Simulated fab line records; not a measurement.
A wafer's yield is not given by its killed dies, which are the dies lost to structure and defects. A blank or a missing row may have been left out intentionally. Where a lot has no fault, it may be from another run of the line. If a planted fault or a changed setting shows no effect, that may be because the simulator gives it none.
Matching of chambers || flow berkeleyCmos170 || UCB170_GATE_ETCH_14 on rieDiel-02 has 4 sister chambers
The step etches BARC in N2/H2. 8 wafers are shown with their chamber, then 7 later ones without.

## WAFERS WITH THEIR CHAMBER
{"wafer": "L825.6", "chamber": 3, "throttleValvePct (%)": 13.24, "drypumpMotorCurrentA (A)": 5.8}
{"wafer": "L829.1", "chamber": 0, "throttleValvePct (%)": 13.18, "drypumpMotorCurrentA (A)": 5.4}
{"wafer": "L829.6", "chamber": 0, "throttleValvePct (%)": 13.20, "drypumpMotorCurrentA (A)": 5.4}
{"wafer": "L836.2", "chamber": 1, "throttleValvePct (%)": 13.52, "drypumpMotorCurrentA (A)": 5.8}
{"wafer": "L836.4", "chamber": 3, "throttleValvePct (%)": 13.23, "drypumpMotorCurrentA (A)": 5.8}
{"wafer": "L836.6", "chamber": 2, "throttleValvePct (%)": 13.12, "drypumpMotorCurrentA (A)": 6.0}
{"wafer": "L838.3", "chamber": 2, "throttleValvePct (%)": 13.13, "drypumpMotorCurrentA (A)": 6.0}
{"wafer": "L838.5", "chamber": 1, "throttleValvePct (%)": 13.54, "drypumpMotorCurrentA (A)": 5.7}

## WAFERS WITHOUT THEIR CHAMBER
{"wafer": "L838.6", "throttleValvePct (%)": 13.12, "drypumpMotorCurrentA (A)": 6.1}
{"wafer": "L844.2", "throttleValvePct (%)": 13.12, "drypumpMotorCurrentA (A)": 6.0}
{"wafer": "L844.3", "throttleValvePct (%)": 13.19, "drypumpMotorCurrentA (A)": 5.4}
{"wafer": "L844.5", "throttleValvePct (%)": 13.53, "drypumpMotorCurrentA (A)": 5.7}
{"wafer": "L845.1", "throttleValvePct (%)": 13.23, "drypumpMotorCurrentA (A)": 5.8}
{"wafer": "L845.2", "throttleValvePct (%)": 13.54, "drypumpMotorCurrentA (A)": 5.7}
{"wafer": "L845.4", "throttleValvePct (%)": 13.20, "drypumpMotorCurrentA (A)": 5.4}

## EACH ONE'S CHAMBER
{"wafer": "L838.6", "from the rows above": 2, "in truth": 2}
{"wafer": "L844.2", "from the rows above": 2, "in truth": 2}
{"wafer": "L844.3", "from the rows above": 0, "in truth": 0}
{"wafer": "L844.5", "from the rows above": 1, "in truth": 1}
{"wafer": "L845.1", "from the rows above": 3, "in truth": 3}
{"wafer": "L845.2", "from the rows above": 1, "in truth": 1}
{"wafer": "L845.4", "from the rows above": 0, "in truth": 0}
7 of 7 placed correctly. Not placeable from these rows: 0. Wrongly placed: 0.
How it was worked out, from the rows above alone: a wafer's distance from a chamber is the root of the sum, over the readings, of the square of ((its reading less the chamber's mean) divided by the reading's scatter). The wafer belongs to the nearest chamber; if the next one is less than 2 further off, it can't be placed. For every chamber, the mean is computed from those of its wafers that are shown. The scatter: take each reading less its chamber's mean, square it, sum over the shown wafers, divide by the number of wafers less the number of chambers, and take the root.
